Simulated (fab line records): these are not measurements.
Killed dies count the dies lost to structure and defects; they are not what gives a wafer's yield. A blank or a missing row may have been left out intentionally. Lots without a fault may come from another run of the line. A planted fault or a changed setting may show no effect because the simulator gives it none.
A lot that was struck, set against a sound lot | flow berkeley_cmos170 | 44 out of 331 route steps
Sound: wafers L468.2, L468.3, L468.6. Wafers L481.3, L481.4, L481.6 were the ones struck. The cause comes at the end.
At each step with rows: each side's tool, then ch and its chambers, then its first start. Under that, the readings that differ: sound wafers | struck wafers | difference of the means | sigmas: that difference in standard deviations of wafers without a fault.
alike: same words and numbers on both sides, and readings whose means sit less than 2 such deviations apart. not compared: any withheld reading, any reading some wafer has no value for, any bound like >300 that may hide the same value, and any number with overlapping values for which the record gives no deviation.
Wherever a step has rows on one side only, a row that says differs or no value, or a row with sigmas, the two part there. When numbers do not overlap yet have no deviation, they are printed without sigmas and do not part them. A reading that every wafer of one side lacks parts them only if that side has two wafers or more.

first, 3 steps without rows for these wafers: UCB170_PVT_EXPOSE_03 (exposes mask NWELL, target cd 3000 nm); UCB170_PVT_PEB_04; UCB170_PVT_DEVELOP_05 (develop time 45 s).
UCB170_PVT_OVL_MEAS_06:
  sound on overlay-01, day 6 08:18; struck on overlay-01, day 9 10:17
  alike: PVT_OVL
following that, these wafers have no rows for 1 step: UCB170_PVT_IMPLANT_07.
UCB170_PVT_STRIP_08: strips in O2.
  sound on plasma_asher-04 ch 0,1, day 6 08:29; struck on plasma_asher-04 ch 0,1, day 9 10:30
  alike: drypump_motor_current_A, oes_product_au, strip_time_to_endpoint_s
  not compared: rf_hours_counter_h
UCB170_PVT_TW_MEAS_09:
  sound on film_metro-04, day 6 08:35; struck on film_metro-03, day 9 10:35
  reading | sound       | struck      | difference | sigmas
  PVT_TW  | 498 501 501 | 514 511 512 | +12        | +4
then, 1 step without rows for these wafers: UCB170_GATE_WET_ETCH_00 (etches SiO2 in dHF, time 200 s).
UCB170_FIELD_THK_MEAS_91:
  sound on film_metro-04, day 6 08:43; struck on film_metro-02, day 9 10:43
  reading                     | sound       | struck      | difference | sigmas
  FIELD_OXIDE_LEFT_2_THK (nm) | 342 345 343 | 365 367 365 | +22        | +2
then, 1 step without rows for these wafers: UCB170_GATE_OXIDATION_01 (target thk 6.6 nm, ox time 1800 s).
UCB170_GATE_THK_MEAS_02:
  sound on film_metro-03, day 6 12:01; struck on film_metro-03, day 9 15:44
  reading             | sound          | struck         | difference | sigmas
  GATE_OXIDE_THK (nm) | 6.43 6.33 6.44 | 6.70 6.76 6.83 | +0.36      | +2
then, 1 step without rows for these wafers: UCB170_GATE_ANNEAL_03 (time 1800 s).
UCB170_GATE_CVD_04: deposits poly-Si from SiH4, time 1440 s, target thk 214 nm.
  sound on lpcvd-01 ch 0, day 6 14:26; struck on lpcvd-01 ch 0, day 9 20:22
  reading                                  | sound             | struck            | difference | sigmas
  spike_tc_centre_C (C)                    | 611.0 609.8 608.6 | 622.0 620.9 621.1 | +11.5      | +9
  model.poly-Si_of_GATE_CVD_04.thk_nm (nm) | 213.4 212.8 212.9 | 258 256.6 250.8   | +42        |
UCB170_GATE_THK_MEAS_05:
  sound on film_metro-01, day 6 16:33; struck on film_metro-04, day 9 21:47
  reading            | sound             | struck            | difference | sigmas
  GATE_POLY_THK (nm) | 213.4 212.7 212.7 | 258.0 256.7 250.7 | +42.2      | +17
then, 6 steps without rows for these wafers: UCB170_GATE_COAT_06; UCB170_GATE_COAT_07 (resist thk 900 nm); UCB170_GATE_SOFTBAKE_08 (time 60 s); UCB170_GATE_EXPOSE_09 (exposes mask POLY, target cd 350 nm); UCB170_GATE_PEB_10; UCB170_GATE_DEVELOP_11 (develop time 45 s).
UCB170_GATE_CD_MEAS_12: the cd target is 350 nm.
  sound on cd_sem-01, day 6 17:37; struck on cd_sem-01, day 9 22:43
  alike: cd_nm
UCB170_GATE_OVL_MEAS_13:
  sound on overlay-02, day 6 17:43; struck on overlay-01, day 9 22:49
  alike: GATE_OVL
UCB170_GATE_ETCH_14: etches BARC in N2/H2.
  sound on rie_diel-01 ch 0,2, day 6 17:45; struck on rie_diel-01 ch 0,1, day 9 22:50
  alike: drypump_motor_current_A, h2_flow_sccm, oes_product_au, throttle_valve_pct
UCB170_GATE_ETCH_15: etches poly-Si in HBr/Cl2, stops on SiO2, time 56.3 s, target depth 278.2 nm.
  sound on rie_si-02 ch 2,3, day 6 17:48; struck on rie_si-02 ch 0,1, day 9 22:52
  reading                          | sound             | struck            | difference | sigmas
  oes_product_au (a.u.)            | 0.838 0.822 0.833 | 0.951 0.951 0.928 | +0.112     | +12
  throttle_valve_pct (%)           | 26.8 26.9 26.8    | 26.0 26.3 26.0    | -0.7       | -2
  model.etch.depth_nm (nm)         | 213.4 212.8 212.9 | 258 256.6 250.8   | +42        |
  model.GATE.feature_depth_nm (nm) | 213.5 212.8 212.9 | 258 256.6 250.8   | +42        |
  alike: drypump_motor_current_A
  not compared: rf_hours_counter_h
UCB170_GATE_STRIP_16: strips in O2.
  sound on plasma_asher-03 ch 0,1, day 6 17:50; struck on plasma_asher-01 ch 0,1, day 9 22:58
  reading                     | sound          | struck         | difference | sigmas
  drypump_motor_current_A (A) | 5.72 5.43 5.68 | 5.47 5.37 5.38 | -0.20      | -2
  alike: oes_product_au
  not compared: rf_hours_counter_h
UCB170_GATE_CD_MEAS_90: the cd target is 350 nm.
  sound on cd_sem-02, day 6 18:04; struck on cd_sem-01, day 9 23:04
  alike: cd_nm
then, 7 steps without rows for these wafers: UCB170_GATE_CLEAN_17 (cleans in SPM, time 600 s); UCB170_PLDD_HMDS_00 (prime time 60 s); UCB170_PLDD_COAT_01 (resist thk 900 nm); UCB170_PLDD_SOFTBAKE_02 (time 60 s); UCB170_PLDD_EXPOSE_03 (exposes mask PSELECT, target cd 1200 nm); UCB170_PLDD_PEB_04; UCB170_PLDD_DEVELOP_05 (develop time 45 s).
UCB170_PLDD_CD_MEAS_06: the cd target is 1200 nm.
  sound on cd_sem-02, day 6 19:38; struck on cd_sem-01, day 10 02:52
  reading    | sound                | struck               | difference | sigmas
  cd_nm (nm) | 1197.9 1197.0 1196.7 | 1201.4 1202.4 1202.9 | +5.0       | +3
UCB170_PLDD_OVL_MEAS_07:
  sound on overlay-01, day 6 19:44; struck on overlay-02, day 10 02:58
  alike: PLDD_OVL
then, 2 steps without rows for these wafers: UCB170_PLDD_IMPLANT_08; UCB170_PLDD_IMPLANT_09.
UCB170_PLDD_STRIP_10: strips in O2.
  sound on plasma_asher-01 ch 0, day 6 20:04; struck on plasma_asher-02 ch 0,1, day 10 03:19
  alike: drypump_motor_current_A, oes_product_au, strip_time_to_endpoint_s
  not compared: rf_hours_counter_h
UCB170_PLDD_TW_MEAS_11:
  sound on film_metro-02, day 6 20:11; struck on film_metro-01, day 10 03:25
  reading | sound          | struck      | difference | sigmas
  PLDD_TW | 1014 1019 1018 | 988 997 989 | -26        | -2
then, 3 steps without rows for these wafers: UCB170_PLDD_CLEAN_12 (cleans in SPM, time 600 s); UCB170_NLDD_HMDS_00 (prime time 60 s); UCB170_NLDD_COAT_01 (resist thk 900 nm).
UCB170_SILICIDE_PRE_CLEAN_00: preclean etch time 60 s.
  sound on pvd_sputter-02, day 7 05:47; struck on pvd_sputter-04, day 10 16:23
  reading                                  | sound           | struck            | difference | sigmas
  model.poly-Si_of_GATE_CVD_04.thk_nm (nm) | 206.6 206 205.9 | 251.1 249.7 243.9 | +42.1      |
UCB170_M3_PROBE_99:
  sound on prober-02, day 8 10:02; struck on prober-02, day 11 15:15
  reading                               | sound                | struck             | difference | sigmas
  model.etest.pldd.line_ohm_um          | 1779 1769 1740       | 1982 2021 1966     | +227       |
  model.etest.pldd.rs_ohm_sq            | 1103 1101 1075       | 1167 1185 1163     | +79        |
  model.etest.contact_ppoly.end_ohm_um  | 233.3 221.9 233.4    | 260.5 262.1 260.6  | +31.5      |
  model.etest.contact_npoly.end_ohm_um  | 63.16 62.21 63.45    | 78.07 75.11 74.02  | +12.79     |
  model.etest.pmos_0p35.isub_log10_a_um | -8.151 -8.219 -8.182 | -8.37 -8.323 -8.36 | -0.17      |
  model.etest.pmos_0p35.overlap_ff_um   | 0.3866 0.3876 0.3928 | 0.3631 0.361 0.363 | -0.0266    |
  not compared: model.etest.poly_comb_over_steps.leak_log10_a_um

== WHERE THEY PART ==
At UCB170_PVT_TW_MEAS_09 first; at UCB170_PLDD_TW_MEAS_11 last (within this record only).

WHY: what the simulator had put in
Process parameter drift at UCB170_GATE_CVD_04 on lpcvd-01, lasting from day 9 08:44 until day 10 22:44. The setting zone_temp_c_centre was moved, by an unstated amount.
